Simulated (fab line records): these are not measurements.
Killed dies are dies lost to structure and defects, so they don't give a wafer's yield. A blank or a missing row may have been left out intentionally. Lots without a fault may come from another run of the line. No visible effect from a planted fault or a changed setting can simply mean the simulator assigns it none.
Which tool was responsible? -- flow ritCmos -- 21 wafers from 7 lots sampled at 2 of the route's 202 steps

## WHAT THE GAUGES SHOWED, per wafer
RIT_WELLDRIVE_RS_MEAS_01: uses a four-point probe to measure.
lot,measured,on,NWELL_RS (ohm/sq)
L904,day 3 01:04,filmMetro-03,277.0 276.9 277.5
L906,day 3 14:05,filmMetro-03,276.5 276.9 276.4
L908,day 4 01:35,filmMetro-01,276.1 276.3 276.6
L913,day 5 00:23,filmMetro-03,274.9 275.3 276.1
L915,day 5 11:42,filmMetro-03,270.3 270.7 271.3 270.1 271.3 270.9
L918,day 6 00:11,filmMetro-03,276.1 275.5 275.9
L920,day 6 09:38,filmMetro-04,274.4 275.9 274.5

## WHAT TOOL EACH LOT RAN ON (gives the tool, then ch and the chambers of the sampled wafers, and finally the start)
lot,RIT_NWELL_IMPLANT_08
L904,"implanter-04 ch 0, day 2 17:55"
L906,"implanter-04 ch 0, day 3 04:41"
L908,"implanter-01 ch 0, day 3 17:38"
L913,"implanter-02 ch 0, day 4 16:11"
L915,"implanter-01 ch 0, day 5 03:42"
L918,"implanter-02 ch 0, day 5 16:17"
L920,"implanter-04 ch 0, day 6 02:02"
- RIT_NWELL_IMPLANT_08

## THE ANSWER, worked out from the rows above alone
Rule: usual is defined by the lots themselves. Put in order of their means at a reading, lots are off if they are a third of the lots or fewer, leave a main group of 4 or more, and stand apart from it by a gap of 3 or more times the standard deviation of the main group's means; of several such gaps the widest counts. Not used: any main group whose means are identical at the precision the tables above print for the reading. Also off: a lot with no number at a reading for which 4 or more lots have one. Any other lot the step has rows for is counted as sound.
Off: at RIT_WELLDRIVE_RS_MEAS_01 (NWELL_RS), L915. For the main group the mean is 276.0 ohm/sq and the standard deviation 0.73.
A tool fits if, at a process step before that reading, it ran every lot that is off, and no sound lot after the first of them. The gauges at RIT_WELLDRIVE_RS_MEAS_01 are tried like those tools. One candidate fits, namely implanter-01 at RIT_NWELL_IMPLANT_08. A fault onset in the window from L908 (day 3 17:38, its last sound lot) to L915 (day 5 03:42, its first lot off) fits.

## WHAT WAS PUT IN BY THE SIMULATOR
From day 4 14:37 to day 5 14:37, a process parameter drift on implanter-01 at RIT_NWELL_IMPLANT_08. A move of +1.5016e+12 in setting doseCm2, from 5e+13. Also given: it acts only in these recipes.
Struck lots among those shown: L915. This agrees with what the rule above found.
